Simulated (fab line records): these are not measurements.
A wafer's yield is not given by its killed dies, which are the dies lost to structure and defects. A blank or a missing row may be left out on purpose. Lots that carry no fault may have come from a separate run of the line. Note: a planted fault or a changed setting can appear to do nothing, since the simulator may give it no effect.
Comparing a struck lot with a sound one :: flow rit_cmos :: 14 out of 202 route steps
Sound: wafers L871.2, L871.3, L871.5. The struck wafers were L867.2, L867.3, L867.6. At the end, the cause is stated.
Order at every step that has rows: each side's tool, ch and its chambers, its first start. Under that, the readings that differ: sound wafers :: struck wafers :: difference of the means :: sigmas: that difference in standard deviations of wafers without a fault.
alike: a reading whose means differ by less than 2 such deviations, as well as words and numbers matching on both sides. not compared: withheld readings; readings where some wafer has no value; bounds like >300 that might hide an equal value; numbers whose values overlap and for which the record gives no deviation.
Wherever a step has rows on one side only, a row that says differs or no value, or a row with sigmas, the two part there. Numbers that have no deviation but don't overlap get no sigmas and don't part them. A reading that every wafer of one side lacks parts them only if that side has two wafers or more.

RIT_SILICIDE_RS_MEAS_02: a four-point-probe measurement.
  struck on film_metro-02, day 6 20:58; sound on film_metro-02, day 7 17:59
  alike: SILICIDE_TI_RS
RIT_SILICIDE_THK_MEAS_03: measures by xrf.
  struck on film_metro-02, day 6 21:05; sound on film_metro-02, day 7 18:05
  alike: SILICIDE_TI_THK
RIT_SILICIDE_RTA_04: time 10 s, ramp up 5 s, ramp down 5 s.
  sound on rtp_anneal-02 ch 0, day 7 18:09; struck on rtp_anneal-02 ch 0, day 6 21:09
  alike: chamber_o2_ppm, wafer_temp_C_max
then, 1 step without rows for these wafers: RIT_SILICIDE_WET_ETCH_05 (etches Ti in SPM, time 120 s).
RIT_SILICIDE_RTA_06: time 10 s, ramp up 5 s, ramp down 10 s.
  sound on rtp_anneal-01 ch 0, day 7 18:16; struck on rtp_anneal-01 ch 0, day 6 21:15
  alike: chamber_o2_ppm, wafer_temp_C_max
RIT_CONTACT_CVD_00: deposits SiO2 from TEOS, target thk 400 nm, time 61 s.
  sound on pecvd-01 ch 0,2, day 7 18:19; struck on pecvd-02 ch 1,2, day 6 21:19
  alike: heater_power_w, susceptor_temp_C
RIT_CONTACT_THK_MEAS_01:
  struck on film_metro-04, day 6 21:22; sound on film_metro-01, day 7 18:23
reading: CONTACT_TEOS_THK (nm)
sound: 386 389 400
struck: 398 409 410
difference: +14
sigmas: +2
then, 5 steps without rows for these wafers: RIT_CONTACT_HMDS_02 (prime time 60 s); RIT_CONTACT_COAT_03 (resist thk 1000 nm); RIT_CONTACT_SOFTBAKE_04 (time 60 s); RIT_CONTACT_EXPOSE_05 (exposes mask M11, target cd 1000 nm); RIT_CONTACT_PEB_06.
RIT_CONTACT_DEVELOP_07: develop time 120 s.
  struck on litho_track-03, day 6 22:00; sound on litho_track-01 ch 0, day 7 19:00
  no value came back on the struck wafers for chill_plate_temp_C (C), develop_time_s (s), exhaust_pa (Pa); on the sound wafers chill_plate_temp_C (C) reads 22.88 22.94 22.91
RIT_CONTACT_CD_MEAS_08 targets a cd of 1000 nm.
  struck on cd_sem-02, day 6 22:25; sound on cd_sem-02, day 7 19:25
reading: cd_nm (nm)
sound: 997.5 997.2 996.6
struck: - - -
difference: no value on the struck wafers
sigmas: 

## WHERE THEY PART
First at RIT_CONTACT_THK_MEAS_01; last, within this record, at RIT_CONTACT_CD_MEAS_08.

WHY: the cause the simulator had injected
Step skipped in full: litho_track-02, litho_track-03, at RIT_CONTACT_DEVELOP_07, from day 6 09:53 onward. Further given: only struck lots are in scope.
